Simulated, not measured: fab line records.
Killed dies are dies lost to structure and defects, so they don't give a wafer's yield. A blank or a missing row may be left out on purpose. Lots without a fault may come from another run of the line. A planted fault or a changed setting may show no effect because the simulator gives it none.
fab line records | flow rit_cmos | part 2 of 2: steps 41 to 43 of 43
[record] lots = 6 | wafers = 18 | last_day = 6
route steps=202 shown SDANNEAL@156 PSD@157 NSD@158 PLDD@159 NLDD@160 SILICIDE@161 CONTACT@168 M1@184
lots untouched by any fault: they come from a run of this same line in which no faults occurred
start_h: hours from the record's first day to the start of the lot's first wafer shown | wait_h: hours since the lot's step before | " identical to the entry in the row above | L1.1+2: a row that stands for several wafers | - no value present, or no start provided | * or withheld: withheld | < > ~ a bound
route shown NAME@n: NAME is a module with steps in the file, n the number in the route of the first one | usual: mean and standard deviation over wafers with no fault | same: alike in all rows | chamber/n: place in a boat | sites: readings site by site | _std_site: their standard deviation | _edge_site: outer sites' mean less inner sites' | radius_mm: for every site, how far away it sits from the centre of the wafer | mask NAME#n: copy n | behind: tool/chamber where the wafer was last shaped | hold: cause of the lot's hold/its duration in hours/its outcome | device: the transistor (n, p or np) that didn't switch | end of line: the route-end tests of the same wafers | a step without rows: its recipe alone | killed: dies that structure and defects cost at the first sort, which is not the same as the wafer's yield | map: dies across one wafer; x = killed, . = not, _ = none there
set.NAME: the setting as run; set.NAME@STEP: as run at that earlier step | model.NAME: the simulator's own value behind a step, which no gauge read
lots at some steps of the route; a table a step, a row a wafer
services: the hour from which a tool's chamber was out of use, counted from the record's first day as start_h (under 0 if before that day), plus the number of hours and why
[[steps]]
[step RIT_M1_METAL_ETCH_12]
[recipe] stop_on = SiO2 | chemistry = Cl2/BCl3 | target = Al | time_s = 165 | over_etch_frac = 0.5 | pressure_mtorr = 100 | target_depth_a = 6000 | rf_w = 250 | Cl2_flow_sccm = 60 | bcl3_flow_sccm = 50
[usual] bcl3_flow_sccm = 49.98/0.14 | chamber_pressure_mTorr = 100.00/0.091 | drypump_motor_current_A = 5.71/0.19 | oes_product_au = 0.778/0.011 | throttle_valve_pct = 8.27/0.14
lot.wafer | tool         | chamber | start_h | wait_h | bcl3_flow_sccm | chamber_pressure_mTorr | drypump_motor_current_A | oes_product_au | rf_hours_counter_h | throttle_valve_pct
L771.1    | rie_metal-01 | 0       | 71.61   | 0.2    | 49.67          | 100.14                 | 5.69                    | 0.784          | 4                  | 8.29
L771.2    | "            | 1       | "       | "      | 49.87          | 100.08                 | 5.80                    | 0.761          | 4                  | 8.09
L771.6    | "            | 1       | "       | "      | 49.85          | 100.13                 | 5.81                    | 0.763          | -                  | 8.08
L772.1    | rie_metal-03 | 0       | 79.60   | 0.2    | 50.18          | 99.83                  | 5.64                    | 0.780          | 1                  | 8.08
L772.3    | "            | 1       | "       | "      | 50.06          | 99.91                  | 5.43                    | 0.789          | -                  | 8.36
L772.4    | "            | 0       | "       | "      | 50.11          | 99.93                  | 5.70                    | 0.784          | -                  | 8.09
L779.1    | rie_metal-04 | 0       | 111.15  | 0.2    | 49.90          | 100.03                 | 5.84                    | 0.777          | 34                 | 8.45
L779.5    | "            | 1       | "       | "      | 50.10          | 100.12                 | 6.02                    | 0.770          | -                  | 8.37
L779.6    | "            | 0       | "       | "      | 50.13          | 99.92                  | 5.86                    | 0.790          | -                  | 8.44
L782.1    | rie_metal-04 | 0       | 129.96  | 0.2    | 50.06          | 100.04                 | 5.82                    | 0.761          | 34                 | 8.45
L782.3    | "            | 0       | "       | "      | 50.14          | 100.14                 | 5.84                    | 0.769          | -                  | 8.46
L782.4    | "            | 1       | "       | "      | 49.82          | 100.03                 | 5.97                    | 0.770          | -                  | 8.37
L783.2    | rie_metal-01 | 1       | 141.51  | 0.2    | 49.98          | 100.06                 | 5.80                    | 0.756          | 5                  | 8.08
L783.3    | "            | 1       | "       | "      | 50.15          | 100.06                 | 5.80                    | 0.756          | -                  | 8.09
L783.4    | "            | 0       | "       | "      | 50.00          | 100.05                 | 5.70                    | 0.783          | -                  | 8.31
L787.1    | rie_metal-01 | 0       | 153.35  | 0.2    | 49.89          | 99.99                  | 5.70                    | 0.787          | 5                  | 8.29
L787.3    | "            | 1       | "       | "      | 49.95          | 100.24                 | 5.82                    | 0.774          | -                  | 8.07
L787.4    | "            | 0       | "       | "      | 50.22          | 100.19                 | 5.69                    | 0.788          | -                  | 8.29
[step RIT_M1_STRIP_13]
[recipe] chemistry = nmp | resist = NOVOLAK | temp_c = 80 | time_s = 600 | dry = n2_spin
[step RIT_M1_PROBE_99]
[usual] killed_at_contacts = 0.0/0.2 | killed_at_front_end = 6.8/2.9 | killed_dies = 6.8/2.9 | killed_on_rim = 1.9/1.4 | killed_open = 3.3/1.9 | killed_short = 3.5/2
[same] gross_dies = 264 | killed_at_M0_to_M3 = 0 | killed_at_M4_up = 0 | killed_at_back_side = 0 | killed_at_other = 0
lot.wafer | tool      | chamber | start_h | wait_h | hold                     | killed_at_contacts | killed_at_front_end | killed_dies | killed_on_rim | killed_open | killed_short
L771.1    | prober-01 | -       | 73.92   | 0.1    | -                        | 0                  | 8                   | 8           | 4             | 6           | 2
L771.2    | prober-01 | -       | 73.97   | 0.1    | -                        | 0                  | 6                   | 6           | 1             | 4           | 2
L771.6    | prober-01 | -       | 74.17   | 0.2    | -                        | 0                  | 8                   | 8           | 1             | 4           | 4
L772.1    | prober-02 | -       | 84.99   | 0.1    | -                        | 0                  | 11                  | 11          | 3             | 3           | 8
L772.3    | prober-02 | -       | 85.09   | 0.2    | -                        | 0                  | 4                   | 4           | 0             | 3           | 1
L772.4    | prober-02 | -       | 85.14   | 0.2    | -                        | 0                  | 8                   | 8           | 2             | 2           | 6
L779.1    | prober-02 | -       | 116.70  | 0.1    | await_dispo/1.8h/release | 15                 | 9                   | 24          | 10            | 3           | 6
L779.5    | prober-02 | -       | 116.90  | 0.2    | await_dispo/1.8h/release | 38                 | 6                   | 44          | 2             | 4           | 2
L779.6    | prober-02 | -       | 116.95  | 0.2    | await_dispo/1.8h/release | 39                 | 9                   | 48          | 6             | 4           | 5
L782.1    | prober-02 | -       | 132.36  | 0.1    | await_dispo/5.4h/release | 14                 | 4                   | 18          | 9             | 2           | 2
L782.3    | prober-02 | -       | 132.46  | 0.2    | await_dispo/5.4h/release | 38                 | 6                   | 44          | 2             | 2           | 4
L782.4    | prober-02 | -       | 132.51  | 0.2    | await_dispo/5.4h/release | 18                 | 6                   | 24          | 12            | 1           | 4
L783.2    | prober-01 | -       | 143.81  | 0.1    | -                        | 0                  | 7                   | 7           | 0             | 3           | 4
L783.3    | prober-01 | -       | 143.86  | 0.2    | -                        | 0                  | 4                   | 4           | 4             | 3           | 0
L783.4    | prober-01 | -       | 143.91  | 0.2    | -                        | 1                  | 4                   | 5           | 1             | 2           | 3
L787.1    | prober-01 | -       | 155.62  | 0.1    | -                        | 0                  | 12                  | 12          | 3             | 6           | 6
L787.3    | prober-01 | -       | 155.72  | 0.2    | -                        | 0                  | 6                   | 6           | 2             | 4           | 2
L787.4    | prober-01 | -       | 155.77  | 0.2    | -                        | 0                  | 7                   | 7           | 3             | 1           | 6
// killed by level:class
L771.1 GATE:geometric_particle:open=2 GATE:geometric_particle:short=2 REOX:geometric_particle:open=2 SPACER:geometric_particle:open=1 SILICIDE:geometric_particle:open=1
L771.2 SPACER:geometric_particle:open=2 GATE:geometric_particle:open=1 GATE:geometric_particle:short=1 SPACER:geometric_particle:short=1 SILICIDE:geometric_particle:open=1
L771.6 GATE:geometric_particle:short=3 GATE:geometric_particle:open=2 FOX1:geometric_particle:open=1 SPACER:geometric_particle:open=1 SPACER:geometric_particle:short=1
L772.1 SPACER:geometric_particle:short=4 REOX:geometric_particle:open=2 FOX1:geometric_particle:short=1 FOX1:geometric_particle:open=1 GATE:geometric_particle:short=1 REOX:geometric_particle:short=1 SILICIDE:geometric_particle:short=1
L772.3 SPACER:geometric_particle:open=2 FOX1:geometric_particle:short=1 REOX:geometric_particle:open=1
L772.4 GATE:geometric_particle:short=2 SPACER:geometric_particle:short=2 FOX2:geometric_particle:short=1 REOX:geometric_particle:short=1 REOX:geometric_particle:open=1 SPACER:geometric_particle:open=1
L779.1 CONTACT:unspecified=15 FOX2:geometric_particle:short=2 GATE:geometric_particle:short=2 SILICIDE:geometric_particle:open=2 REOX:geometric_particle:short=1 SPACER:geometric_particle:open=1 SILICIDE:geometric_particle:short=1
L779.5 CONTACT:unspecified=38 GATE:geometric_particle:open=2 GATE:geometric_particle:short=1 REOX:geometric_particle:open=1 REOX:geometric_particle:short=1 SPACER:geometric_particle:open=1
L779.6 CONTACT:unspecified=39 FOX2:geometric_particle:short=2 GATE:geometric_particle:short=2 FOX2:geometric_particle:open=1 GATE:geometric_particle:open=1 SPACER:geometric_particle:open=1 SILICIDE:geometric_particle:short=1 SILICIDE:geometric_particle:open=1
L782.1 CONTACT:unspecified=14 GATE:geometric_particle:open=2 FOX2:geometric_particle:short=1 GATE:geometric_particle:short=1
L782.3 CONTACT:unspecified=38 GATE:geometric_particle:open=2 SPACER:geometric_particle:short=2 FOX1:geometric_particle:short=1 GATE:geometric_particle:short=1
L782.4 CONTACT:unspecified=18 SILICIDE:geometric_particle:short=2 FOX2:geometric_particle:short=1 GATE:geometric_particle:short=1 SILICIDE:geometric_particle:open=1 NRETRO:coat_microbubble_printed=1
L783.2 FOX1:geometric_particle:short=2 FOX1:geometric_particle:open=1 GATE:geometric_particle:open=1 REOX:geometric_particle:open=1 SPACER:geometric_particle:short=1 SILICIDE:geometric_particle:short=1
L783.3 GATE:geometric_particle:open=2 SPACER:geometric_particle:open=1 NWELL:coat_microbubble_printed=1
L783.4 FOX1:geometric_particle:short=2 FOX1:geometric_particle:open=1 REOX:geometric_particle:short=1 CONTACT:geometric_particle:open=1
L787.1 GATE:geometric_particle:short=4 GATE:geometric_particle:open=3 FOX1:geometric_particle:open=1 FOX1:geometric_particle:short=1 FOX2:geometric_particle:open=1 SPACER:geometric_particle:short=1 SILICIDE:geometric_particle:open=1
L787.3 SPACER:geometric_particle:open=2 FOX1:geometric_particle:open=1 GATE:geometric_particle:short=1 GATE:geometric_particle:open=1 SILICIDE:geometric_particle:short=1
L787.4 GATE:geometric_particle:short=3 SILICIDE:geometric_particle:short=2 FOX2:geometric_particle:open=1 SPACER:geometric_particle:short=1
// map L779.6 (x killed, . not)
________......._______
_____...x.......x.____
____.........x.....___
___.x...........x.x.__
__..................._
__..................x_
_.........xxxxx.......
_......xxxxxxxx.......
_.......xxxxxx........
_......xxxxxxxxx...x..
__.....xxxxxxx......._
__.......xxxx......x._
___.................__
____...............___
_____.............____
________......._______
// map L782.3 (x killed, . not)
________......._______
_____.x.........x.____
____.......x...x...___
___.................__
__..................._
__..........x........_
_........xxxx.........
_......xxxxxxxx.......
_.....x.xxxxxx........
_......xxxxxxx........
__.....xxxxxxx....x.._
__.......xx.x..x....._
___.......x.........__
____...............___
_____.............____
________......._______
[[services]]
tool            | chamber | start_h | hours | kind
rie_diel-04     | -       | 47.35   | 2.8   | pm
rie_metal-03    | -       | 59.71   | 0.1   | repair
rie_metal-04    | -       | 62.08   | 2.8   | pm
rtp_anneal-02   | -       | 68.27   | 5.3   | pm
plasma_asher-02 | -       | 72.88   | 49.5  | pm
rie_metal-04    | -       | 81.64   | 0.5   | repair
pecvd-03        | 0       | 82.84   | 3.7   | repair
pecvd-04        | 0       | 83.10   | 7.0   | repair
rie_diel-01     | 2       | 84.55   | 14.7  | repair
plasma_asher-03 | -       | 91.42   | 15.0  | pm
rie_metal-03    | -       | 92.03   | 0.5   | repair
pecvd-03        | -       | 100.90  | 0.5   | repair
pecvd-03        | -       | 106.21  | 2.8   | pm
rie_diel-04     | 2       | 109.09  | 2.8   | repair
pecvd-03        | 2       | 111.69  | 14.6  | repair
rie_diel-01     | 1       | 114.64  | -     | clean
rie_diel-01     | 1       | 114.64  | 22.7  | scheduled_down
rie_diel-01     | 1       | 114.64  | 22.7  | vent_cycle
plasma_asher-02 | -       | 122.41  | 2.8   | pm
rie_metal-04    | -       | 136.12  | 20.0  | pm
rie_metal-04    | 0       | 136.12  | 20.0  | vent_cycle
rie_metal-04    | 1       | 136.12  | 20.0  | vent_cycle
[[key]]
[first_sign] step = RIT_M1_PROBE_99 | reading = killed_at_contacts | direction = up | sigmas = 27 | usual = 0.0 | struck = 27
[effect] step = RIT_M1_PROBE_99 | reading = killed_dies | direction = up | sigmas = 9.3 | usual = 6.8 | struck = 33.7
met_at RIT_CONTACT_CVD_00
struck_wafers L779.1,L779.5,L779.6,L782.1,L782.3,L782.4
tester_left_out L779,L782
onset_between 67.62 106.97
also_fits RIT_M1_METAL_ETCH_12:rie_metal-04
[fault] kind = chamber_particle_source | tool = pecvd-04 | chamber = - | onset_h = 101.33 | steps = RIT_CONTACT_CVD_00 | rate_per_visit_cm2 = 2.2415 | end_h = 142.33
// tester_left_out: of these lots the tester's yield and bins aren't shown, on N5 and GAA mostly nor the transistor test; their killed dies are dies lost to structure and defects alone, not to doping, threshold or leakage, so they don't give the yield
